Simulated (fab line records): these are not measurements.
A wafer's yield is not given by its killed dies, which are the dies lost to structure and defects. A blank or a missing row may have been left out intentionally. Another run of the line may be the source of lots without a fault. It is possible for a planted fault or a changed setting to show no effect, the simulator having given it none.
Struck lot and sound lot, side by side ; flow rit_cmos ; 21 out of 202 route steps
Sound: these wafers, L657.1, L657.3, L657.6. The struck wafers were L662.1, L662.5, L662.6. The cause is named last.
Each step with rows lists, per side, the tool, then ch with its chambers, then its first start. Under that, the readings that differ: sound wafers ; struck wafers ; difference of the means ; sigmas: that difference in standard deviations of wafers without a fault.
alike: same words and numbers on both sides, and readings whose means sit less than 2 such deviations apart. not compared: any withheld reading, any reading some wafer has no value for, any bound like >300 that may hide the same value, and any number with overlapping values for which the record gives no deviation.
Wherever a step has rows on one side only, a row that says differs or no value, or a row with sigmas, the two part there. Numbers that don't overlap but have no deviation are shown without sigmas and don't part them. A reading that every wafer of one side lacks parts them only if that side has two wafers or more.

first, 4 steps without rows for these wafers: RIT_NLDD_SOFTBAKE_02 (time 60 s); RIT_NLDD_EXPOSE_03 (exposes mask M7, target cd 40700 nm); RIT_NLDD_PEB_04; RIT_NLDD_DEVELOP_05 (develop time 50 s).
RIT_NLDD_OVL_MEAS_06:
  sound: overlay-01 at day 3 23:37; struck: overlay-02 at day 4 23:34
  alike: NLDD_OVL
then, 2 steps without rows for these wafers: RIT_NLDD_HARDBAKE_07 (time 60 s); RIT_NLDD_IMPLANT_08.
RIT_NLDD_STRIP_09: strips in O2, time 180 s.
  sound on plasma_asher-04 ch 0, day 3 23:58; struck on plasma_asher-03 ch 0,1, day 4 23:54
  alike: chamber_pressure_mTorr, drypump_motor_current_A
  not compared: rf_hours_counter_h
RIT_NLDD_TW_MEAS_10:
  sound: film_metro-04 at day 4 00:08; struck: film_metro-01 at day 5 00:04
  alike: NLDD_TW
then, 3 steps without rows for these wafers: RIT_PLDD_HMDS_00 (prime time 60 s); RIT_PLDD_COAT_01 (resist thk 1000 nm); RIT_PLDD_SOFTBAKE_02 (time 60 s).
RIT_PLDD_EXPOSE_03: exposes mask M8, target cd 40900 nm.
  sound on iline_stepper-01 ch 0, day 4 00:46; struck on iline_stepper-01 ch 0, day 5 00:44
reading;sound;struck;difference;sigmas
mask;M8#0 M8#0 M8#0;M7#0 M7#0 M7#0;differs;
then, 2 steps without rows for these wafers: RIT_PLDD_PEB_04; RIT_PLDD_DEVELOP_05 (develop time 50 s).
RIT_PLDD_OVL_MEAS_06:
  sound: overlay-01 at day 4 01:10; struck: overlay-01 at day 5 01:08
reading;sound;struck;difference;sigmas
PLDD_OVL (nm);0.1 -1.5 -0.6;- - -;no value on the struck wafers;
then, 2 steps without rows for these wafers: RIT_PLDD_HARDBAKE_07 (time 60 s); RIT_PLDD_IMPLANT_08.
RIT_PLDD_STRIP_09: strips in O2, time 180 s.
  sound on plasma_asher-04 ch 0, day 4 01:30; struck on plasma_asher-01 ch 0,1, day 5 01:28
  alike: chamber_pressure_mTorr, drypump_motor_current_A
  not compared: rf_hours_counter_h
RIT_PLDD_TW_MEAS_10:
  sound: film_metro-03 at day 4 01:41; struck: film_metro-03 at day 5 01:38
reading;sound;struck;difference;sigmas
PLDD_TW;2375 2366 2371;30 30 30;-2341;-99 or more
then, 1 step without rows for these wafers: RIT_SPACER_CLEAN_00 (cleans in SC1, time 600 s).

== WHERE THEY PART ==
Earliest at RIT_PLDD_EXPOSE_03; latest, in this record, at RIT_PLDD_TW_MEAS_10.

WHY: the cause the simulator had injected
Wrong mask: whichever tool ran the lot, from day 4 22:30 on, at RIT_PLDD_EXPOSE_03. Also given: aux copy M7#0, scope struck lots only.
